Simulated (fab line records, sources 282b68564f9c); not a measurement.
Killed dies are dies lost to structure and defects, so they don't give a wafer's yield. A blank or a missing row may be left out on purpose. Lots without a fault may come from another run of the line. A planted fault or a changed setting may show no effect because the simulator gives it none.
Problem report in the 8D (eight disciplines) form, filled by code | flow rit_cmos | the parts of the form that need people (team, actions taken, sign-off) are left out

1. THE PROBLEM
SPACER_NITRIDE_THK at RIT_SPACER_THK_MEAS_04 reads a mean of 276.4 nm on 6 wafers of 2 lots; wafers without a fault read 248.8 nm with a standard deviation of 2.8. That is +9.9 standard deviations from the usual mean.
First seen on wafer L811.1, day 6 04:02, on film_metro-04. The record holds 42 wafers of 14 lots with a number at this step. Rule for "out", or "out of limits": more than 4 standard deviations from the usual mean. The other wafers with a number count as sound.

2. WHAT IT IS AND WHAT IT IS NOT
question                    | is                     | is not
which readings at this step | SPACER_NITRIDE_THK     | -
which lots                  | L811, L813             | L796, L797, L798, L799, L801, L802, L804, L805, L806, L807, L808, L810
which wafers of those lots  | all that have a number | -
read on which gauges        | film_metro-04          | film_metro-01, film_metro-03
when                        | from day 6 04:02       | up to then (36 sound wafers)

3. SUSPECTS, AND WHAT RULES EACH OUT
Counting: a tool at a process step up to the reading stays a suspect if it ran every lot that is out and no sound lot after the first of them.
- the gauge at RIT_SPACER_THK_MEAS_04: kept. All the wafers that are out were read on film_metro-04, and no step on other tools shows them out.
- lpcvd-02 at RIT_SPACER_CVD_03 (deposits Si3N4 from SiH2Cl2/NH3, target thk 250 nm, time 3300 s): kept. It ran every lot that is out, first L811 (day 6 02:07), and no sound lot after that; its last sound lot up to then is L808 (day 5 08:34).
Left after counting: lpcvd-02 at RIT_SPACER_CVD_03, film_metro-04 at RIT_SPACER_THK_MEAS_04.

4. THE CAUSE (what the simulator had put in)
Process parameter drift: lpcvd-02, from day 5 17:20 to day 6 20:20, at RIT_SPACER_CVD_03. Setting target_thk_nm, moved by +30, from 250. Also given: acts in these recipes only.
Counting left 2 suspects, and this tool is among them.

5. THE CHAIN OF EFFECTS, in route order
Each row: a reading whose mean over the struck wafers that have a number lies more than 3 standard deviations from the usual. Only readings for which the record gives a usual standard deviation are gone through. hours: the time from each lot's start at the first step in this table that gives one to its start at this step, as a median over the lots. sigmas: the change in usual standard deviations.
hours | step                   | reading            | usual      | on struck wafers | change | sigmas
0     | RIT_SPACER_THK_MEAS_04 | SPACER_NITRIDE_THK | 248.8 nm   | 276.4            | +27.6  | +9.9
0     | RIT_SPACER_ETCHBACK_05 | oes_product_au     | 0.845 a.u. | 0.915            | +0.070 | +5.8
The process steps in it:
- RIT_SPACER_ETCHBACK_05: etches Si3N4 in SF6/CHF3, stops on SiO2, target depth 250 nm, time 240 s.

6. WHAT WOULD HAVE CAUGHT IT SOONER
In this record the first reading out of limits at a measuring or inspecting step was taken at day 6 04:02, 11 hours after the fault began at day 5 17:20.
Of the lots that are out (2), L813 began RIT_SPACER_CVD_03 on lpcvd-02 after day 6 04:02. A hold on the tool at that time would have spared it.
